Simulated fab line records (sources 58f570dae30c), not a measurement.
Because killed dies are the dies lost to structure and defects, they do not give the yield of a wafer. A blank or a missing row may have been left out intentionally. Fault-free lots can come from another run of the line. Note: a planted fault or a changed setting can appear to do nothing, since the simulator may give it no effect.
What tool caused it? | flow berkeley_cmos170 | 42 wafers from 14 lots sampled at 5 of the route's 331 steps

## WHAT THE GAUGES READ, wafer by wafer
UCB170_PWELL_THK_MEAS_06.
lot  | measured    | on            | PWELL_NITRIDE_THK (nm)
L657 | day 3 21:31 | film_metro-01 | 222.0 222.1 222.7
L656 | day 3 21:32 | film_metro-03 | 220.7 222.4 222.8
L658 | day 4 08:16 | film_metro-03 | 221.5 223.1 222.9
L659 | day 4 13:11 | film_metro-01 | 221.5 219.5 219.3
L660 | day 4 13:11 | film_metro-02 | 223.3 222.6 224.0
L661 | day 4 20:52 | film_metro-02 | 222.2 218.7 221.2
L663 | day 5 04:25 | film_metro-02 | 222.1 219.1 221.3
L667 | day 5 12:27 | film_metro-02 | 219.4 219.9 222.7
L668 | day 6 08:47 | film_metro-02 | 218.2 218.6 218.8
L669 | day 6 08:47 | film_metro-01 | 218.9 217.4 219.4
L674 | day 8 01:59 | film_metro-01 | 222.3 218.8 219.7
L675 | day 8 02:01 | film_metro-02 | 223.6 222.5 222.6
L677 | day 8 08:16 | film_metro-03 | 220.0 220.2 218.5
L676 | day 8 08:20 | film_metro-02 | 217.5 218.0 216.9

UCB170_PWELL_OVL_MEAS_13.
lot  | measured    | on         | PWELL_OVL (nm)
L657 | day 3 23:15 | overlay-01 | 1 6 5
L656 | day 3 22:42 | overlay-02 | 6 -5 3
L658 | day 4 09:54 | overlay-02 | -2 -2 -8
L659 | day 4 14:05 | overlay-02 | -11 -8 -10
L660 | day 4 14:20 | overlay-01 | -13 -6 -12
L661 | day 4 22:02 | overlay-02 | -7 -7 -9
L663 | day 5 05:44 | overlay-01 | -10 -4 -6
L667 | day 5 14:50 | overlay-02 | 4 -1 9
L668 | day 6 10:26 | overlay-01 | -6 -8 -15
L669 | day 6 09:49 | overlay-02 | 3 1 2
L674 | day 8 03:19 | overlay-02 | -8 -1 -9
L675 | day 8 03:37 | overlay-02 | -7 -4 4
L677 | day 8 09:47 | overlay-01 | -4 -5 -4
L676 | day 8 10:10 | overlay-02 | -5 -1 -4

UCB170_ACTIVE_CD_MEAS_90: the cd target is 1200 nm.
lot  | measured    | on        | cd_nm (nm)
L657 | day 5 17:32 | cd_sem-02 | 1200.7 1200.2 1199.8
L656 | day 5 06:34 | cd_sem-01 | 1202.0 1201.8 1201.9
L658 | day 5 17:32 | cd_sem-01 | 1201.7 1200.8 1200.5
L659 | day 6 02:03 | cd_sem-02 | 1199.8 1201.4 1200.2
L660 | day 6 01:50 | cd_sem-02 | 1201.2 1198.9 1198.9
L661 | day 6 08:29 | cd_sem-01 | 1198.5 1199.1 1197.8
L663 | day 6 19:21 | cd_sem-01 | 1201.2 1200.1 1200.3
L667 | day 7 01:55 | cd_sem-02 | 1199.2 1199.8 1199.0
L668 | day 8 03:37 | cd_sem-02 | 1199.1 1199.2 1199.9
L669 | day 8 02:55 | cd_sem-01 | 1199.3 1200.2 1200.0
L674 | day 9 12:58 | cd_sem-02 | 1200.4 1198.9 1201.0
L675 | day 9 13:15 | cd_sem-01 | 1200.5 1200.9 1199.1
L677 | day 9 23:06 | cd_sem-02 | 1199.9 1200.5 1201.4
L676 | day 9 23:13 | cd_sem-01 | 1198.1 1198.1 1197.5

## EACH LOT AND THE TOOL THAT RAN IT (in order: tool; ch and the chambers of the sampled wafers; start)
lot  | UCB170_ACTIVE_ETCH_15             | UCB170_ACTIVE_STRIP_16
L657 | rie_diel-03 ch 0,1,3, day 5 17:20 | plasma_asher-03 ch 0,1, day 5 17:26
L656 | rie_diel-04 ch 0,3, day 5 06:19   | plasma_asher-03 ch 0,1, day 5 06:28
L658 | rie_diel-02 ch 0,3, day 5 17:20   | plasma_asher-01 ch 0,1, day 5 17:26
L659 | rie_diel-02 ch 1,2, day 6 01:51   | plasma_asher-01 ch 0,1, day 6 01:57
L660 | rie_diel-04 ch 1,2, day 6 01:38   | plasma_asher-03 ch 0,1, day 6 01:44
L661 | rie_diel-03 ch 0,2,3, day 6 08:15 | plasma_asher-03 ch 0,1, day 6 08:21
L663 | rie_diel-04 ch 0,1,2, day 6 19:09 | plasma_asher-02 ch 0,1, day 6 19:15
L667 | rie_diel-02 ch 0,1,3, day 7 01:43 | plasma_asher-03 ch 0,1, day 7 01:49
L668 | rie_diel-02 ch 0,1, day 8 03:25   | plasma_asher-03 ch 1, day 8 03:31
L669 | rie_diel-02 ch 0,2,3, day 8 02:41 | plasma_asher-02 ch 0,1, day 8 02:47
L674 | rie_diel-04 ch 0,3, day 9 12:46   | plasma_asher-01 ch 1, day 9 12:52
L675 | rie_diel-03 ch 1,2,3, day 9 13:01 | plasma_asher-02 ch 0,1, day 9 13:08
L677 | rie_diel-04 ch 0,3, day 9 22:54   | plasma_asher-02 ch 0,1, day 9 23:00
L676 | rie_diel-03 ch 1,2,3, day 9 23:01 | plasma_asher-01 ch 0, day 9 23:07
- UCB170_ACTIVE_ETCH_15: etches Si3N4 in CH3F/Ar/O2, stops on SiO2, target depth 242 nm, time 151 s.
- UCB170_ACTIVE_STRIP_16: strips in O2.

## AS READ BY THE TOOLS THEMSELVES (means over the sampled wafers that have a number; for cases with no such wafer, the mark the record gives instead)
UCB170_ACTIVE_ETCH_15.
lot  | tool        | drypump_motor_current_A (A) | oes_product_au (a.u.) | rf_fwd_power_W (W) | throttle_valve_pct (%)
L657 | rie_diel-03 | 5.7                         | 0.948                 | 447.3              | 8.12
L656 | rie_diel-04 | 5.7                         | 0.928                 | 448.9              | 7.93
L658 | rie_diel-02 | 5.5                         | 0.937                 | 448.1              | 8.13
L659 | rie_diel-02 | 5.5                         | 0.944                 | 448.0              | 8.09
L660 | rie_diel-04 | 5.9                         | 0.939                 | 448.0              | 8.07
L661 | rie_diel-03 | 5.5                         | 0.934                 | 449.1              | 8.03
L663 | rie_diel-04 | 5.9                         | 0.943                 | 447.6              | 8.02
L667 | rie_diel-02 | 5.5                         | 0.963                 | 448.2              | 8.08
L668 | rie_diel-02 | 5.2                         | 0.937                 | 375.0              | 8.14
L669 | rie_diel-02 | 5.7                         | 0.935                 | 376.6              | 8.12
L674 | rie_diel-04 | 5.7                         | 0.923                 | 448.0              | 7.92
L675 | rie_diel-03 | 5.3                         | 0.936                 | 447.6              | 8.05
L677 | rie_diel-04 | 5.7                         | 0.911                 | 447.3              | 7.93
L676 | rie_diel-03 | 5.3                         | 0.938                 | 449.3              | 8.07

UCB170_ACTIVE_STRIP_16.
lot  | tool            | drypump_motor_current_A (A) | o2_flow_sccm (sccm) | oes_product_au (a.u.) | strip_time_to_endpoint_s (s)
L657 | plasma_asher-03 | 6.0                         | 399.7               | 0.719                 | 18.05
L656 | plasma_asher-03 | 6.0                         | 399.7               | 0.722                 | 18.04
L658 | plasma_asher-01 | 5.3                         | 399.4               | 0.721                 | 18.24
L659 | plasma_asher-01 | 5.3                         | 399.8               | 0.724                 | 18.27
L660 | plasma_asher-03 | 6.0                         | 400.0               | 0.720                 | 18.06
L661 | plasma_asher-03 | 5.5                         | 400.2               | 0.725                 | 17.90
L663 | plasma_asher-02 | 6.2                         | 398.1               | 0.718                 | 17.93
L667 | plasma_asher-03 | 6.1                         | 402.0               | 0.720                 | 18.15
L668 | plasma_asher-03 | 6.5                         | 399.1               | 0.725                 | 18.55
L669 | plasma_asher-02 | 6.2                         | 399.1               | 0.723                 | 18.38
L674 | plasma_asher-01 | 6.2                         | 400.2               | 0.719                 | 18.04
L675 | plasma_asher-02 | 6.2                         | 398.7               | 0.719                 | 18.11
L677 | plasma_asher-02 | 6.2                         | 400.0               | 0.724                 | 18.14
L676 | plasma_asher-01 | 4.8                         | 399.8               | 0.721                 | 18.13

## THE ANSWER, worked out from the rows above alone
Rule: what is usual is taken from the lots themselves. Put in order of their means at a reading, lots are off if they are a third of the lots or fewer, leave a main group of 4 or more, and stand apart from it by a gap of 3 or more times the standard deviation of the main group's means; of several such gaps the widest counts. If all means in a main group match to the digits the tables above print for the reading, that group is not used. Also off: a lot with no number at a reading for which 4 or more lots have one. Where the step has rows for the other lots, those lots are counted as sound. After the gauges, taken in route order, come the tools' own readings; for these a lot's mean is taken, as printed above. At the first step where some lot is off, the reading lying furthest off is the one used; lots without a number count as furthest.
Off, at UCB170_ACTIVE_ETCH_15 on rf_fwd_power_W: L668, L669. For the main group the mean is 448.1 W and the standard deviation 0.64.
If a tool, at that step or one of the process steps before it, ran each lot that is off and ran no sound lot following the first of them, it fits. One fits: UCB170_ACTIVE_ETCH_15 on rie_diel-02. Its last sound lot is L667 (day 7 01:43), its first lot that is off L669 (day 8 02:41): a fault that began between those two fits.
On the lots that are off, the tool's own readings at UCB170_ACTIVE_ETCH_15 differ by more than 5 times the standard deviation of the sound lots' means, which bears it out; rf_fwd_power_W reads 375.8 W there versus 448.1 W on the sound lots.

## WHAT THE SIMULATOR PUT IN
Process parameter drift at UCB170_ACTIVE_ETCH_15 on rie_diel-02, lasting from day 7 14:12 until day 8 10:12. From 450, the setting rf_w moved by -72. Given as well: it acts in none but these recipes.
Shown lots that were struck: L668, L669. The rule given above showed the same thing.
